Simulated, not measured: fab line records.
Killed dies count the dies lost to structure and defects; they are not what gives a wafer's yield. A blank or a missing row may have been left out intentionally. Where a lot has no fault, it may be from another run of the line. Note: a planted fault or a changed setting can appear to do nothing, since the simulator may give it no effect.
Split-lot study :: flow berkeleyCmos170 :: 5 lots, 23 wafers read, on a route of 331 steps

== THE SPLIT ITSELF ==
At UCB170_M2_SPUTTER_01 (material Al, target thk 900 nm, time 120 s), the setting timeS was moved away from the recipe's 120 s on 8 of the 23 wafers read, by -3.7% to +4.8%. This setting was run at the recipe's value on the other wafers.

== THE PATH FROM SPLIT TO READING: the file shows 1 step between them ==
- UCB170_M2_RS_MEAS_02: measures by four-point-probe

== THE READING ==
M2_AL_THK, in nm, at UCB170_M2_THK_MEAS_03 (measures by xrf). On this fab line, fault-free wafers typically give 898 nm with a standard deviation of 8.9 nm.

wafer: L076.1
tool, chamber at the split: pvdSputter-03, -
timeS as run, s: 120
against the recipe: recipe
M2_AL_THK, nm: 901
against lot-mates on the recipe: -

wafer: L076.4
tool, chamber at the split: pvdSputter-03, -
timeS as run, s: 120
against the recipe: recipe
M2_AL_THK, nm: 905
against lot-mates on the recipe: -

wafer: L076.6
tool, chamber at the split: pvdSputter-03, -
timeS as run, s: 120
against the recipe: recipe
M2_AL_THK, nm: 907
against lot-mates on the recipe: -

wafer: L075.1
tool, chamber at the split: pvdSputter-02, -
timeS as run, s: 125
against the recipe: +4.2%
M2_AL_THK, nm: 937
against lot-mates on the recipe: +42

wafer: L075.2
tool, chamber at the split: pvdSputter-02, -
timeS as run, s: 120
against the recipe: recipe
M2_AL_THK, nm: 892
against lot-mates on the recipe: -

wafer: L075.3
tool, chamber at the split: pvdSputter-02, -
timeS as run, s: 125
against the recipe: +4.2%
M2_AL_THK, nm: 938
against lot-mates on the recipe: +44

wafer: L075.4
tool, chamber at the split: pvdSputter-02, -
timeS as run, s: 120
against the recipe: recipe
M2_AL_THK, nm: 897
against lot-mates on the recipe: -

wafer: L075.5
tool, chamber at the split: pvdSputter-02, -
timeS as run, s: 125
against the recipe: +4.2%
M2_AL_THK, nm: 927
against lot-mates on the recipe: +32

wafer: L077.1
tool, chamber at the split: pvdSputter-02, -
timeS as run, s: 115.5
against the recipe: -3.7%
M2_AL_THK, nm: 869
against lot-mates on the recipe: -20

wafer: L077.2
tool, chamber at the split: pvdSputter-02, -
timeS as run, s: 120
against the recipe: recipe
M2_AL_THK, nm: 890
against lot-mates on the recipe: -

wafer: L077.3
tool, chamber at the split: pvdSputter-02, -
timeS as run, s: 115.5
against the recipe: -3.7%
M2_AL_THK, nm: 868
against lot-mates on the recipe: -20

wafer: L077.5
tool, chamber at the split: pvdSputter-02, -
timeS as run, s: 115.5
against the recipe: -3.7%
M2_AL_THK, nm: 854
against lot-mates on the recipe: -34

wafer: L077.6
tool, chamber at the split: pvdSputter-02, -
timeS as run, s: 120
against the recipe: recipe
M2_AL_THK, nm: 887
against lot-mates on the recipe: -

wafer: L081.1
tool, chamber at the split: pvdSputter-02, -
timeS as run, s: 120
against the recipe: recipe
M2_AL_THK, nm: 907
against lot-mates on the recipe: -

wafer: L081.2
tool, chamber at the split: pvdSputter-02, -
timeS as run, s: 125.8
against the recipe: +4.8%
M2_AL_THK, nm: 947
against lot-mates on the recipe: +47

wafer: L081.3
tool, chamber at the split: pvdSputter-02, -
timeS as run, s: 120
against the recipe: recipe
M2_AL_THK, nm: 892
against lot-mates on the recipe: -

wafer: L081.4
tool, chamber at the split: pvdSputter-02, -
timeS as run, s: 120
against the recipe: recipe
M2_AL_THK, nm: 900
against lot-mates on the recipe: -

wafer: L081.5
tool, chamber at the split: pvdSputter-02, -
timeS as run, s: 125.8
against the recipe: +4.8%
M2_AL_THK, nm: 952
against lot-mates on the recipe: +52

wafer: L083.1
tool, chamber at the split: pvdSputter-01, -
timeS as run, s: 120
against the recipe: recipe
M2_AL_THK, nm: 899
against lot-mates on the recipe: -

wafer: L083.2
tool, chamber at the split: pvdSputter-01, -
timeS as run, s: 120
against the recipe: recipe
M2_AL_THK, nm: 907
against lot-mates on the recipe: -

wafer: L083.4
tool, chamber at the split: pvdSputter-01, -
timeS as run, s: 120
against the recipe: recipe
M2_AL_THK, nm: 905
against lot-mates on the recipe: -

wafer: L083.5
tool, chamber at the split: pvdSputter-01, -
timeS as run, s: 120
against the recipe: recipe
M2_AL_THK, nm: 891
against lot-mates on the recipe: -

wafer: L083.6
tool, chamber at the split: pvdSputter-01, -
timeS as run, s: 120
against the recipe: recipe
M2_AL_THK, nm: 897
against lot-mates on the recipe: -

THE FIT
A straight line over all 23 wafers: M2_AL_THK changes by +9.42 nm for each +1% of timeS; r = +0.96; the points scatter about the line by 6.9 nm.
The same after taking each lot's own level away (the mean of its wafers on the recipe; 23 wafers): +8.74 nm for each +1%; r = +0.96; scatter 6.1 nm.
Per that fit: largest timeS move, reading shift of 42 nm.
Across the lots, their own levels run from 888.5 to 904.3 nm, a range of 1.8 times the standard deviation given above.
Hence the lot-to-lot level has little effect on the slope; both slopes agree.
Check: for one of the wafers moved furthest among these (+4.8%), held out of the fit, the line's prediction against its lot-mates is +43.7 nm. It came out at +47.3 nm against them.

== THE WHOLE CHAIN: every reading that the file lists as answering this split, in the file's order ==
step: UCB170_M2_SPUTTER_01
what it does: material Al, target thk 900 nm, time 120 s
reading: Al_of_M2_SPUTTER_01.thkNm (the simulator's own value, which no gauge read)
change (the file's fit): +9.08 nm for each +1% of the setting
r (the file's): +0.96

step: UCB170_M2_RS_MEAS_02
what it does: measures by four-point-probe
reading: M2_AL_RS
change (the file's fit): -0.000315 for each +1% of the setting
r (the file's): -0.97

step: UCB170_M2_THK_MEAS_03
what it does: measures by xrf
reading: M2_AL_THK
change (the file's fit): +9.15 for each +1% of the setting
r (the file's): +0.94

step: UCB170_M2_METAL_ETCH_18
what it does: etches Al in Cl2/BCl3, stops on SiO2, target depth 1170 nm, time 203.4 s
reading: etch.depthNm (the simulator's own value, which no gauge read)
change (the file's fit): +8.61 nm for each +1% of the setting
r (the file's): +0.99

step: UCB170_M2_METAL_ETCH_18
what it does: etches Al in Cl2/BCl3, stops on SiO2, target depth 1170 nm, time 203.4 s
reading: M2.featureDepthNm (the simulator's own value, which no gauge read)
change (the file's fit): +9.05 nm for each +1% of the setting
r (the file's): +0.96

== FILE'S OWN FIT ==
M2_AL_THK changes by +9.15 nm for each +1% of timeS, r = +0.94.
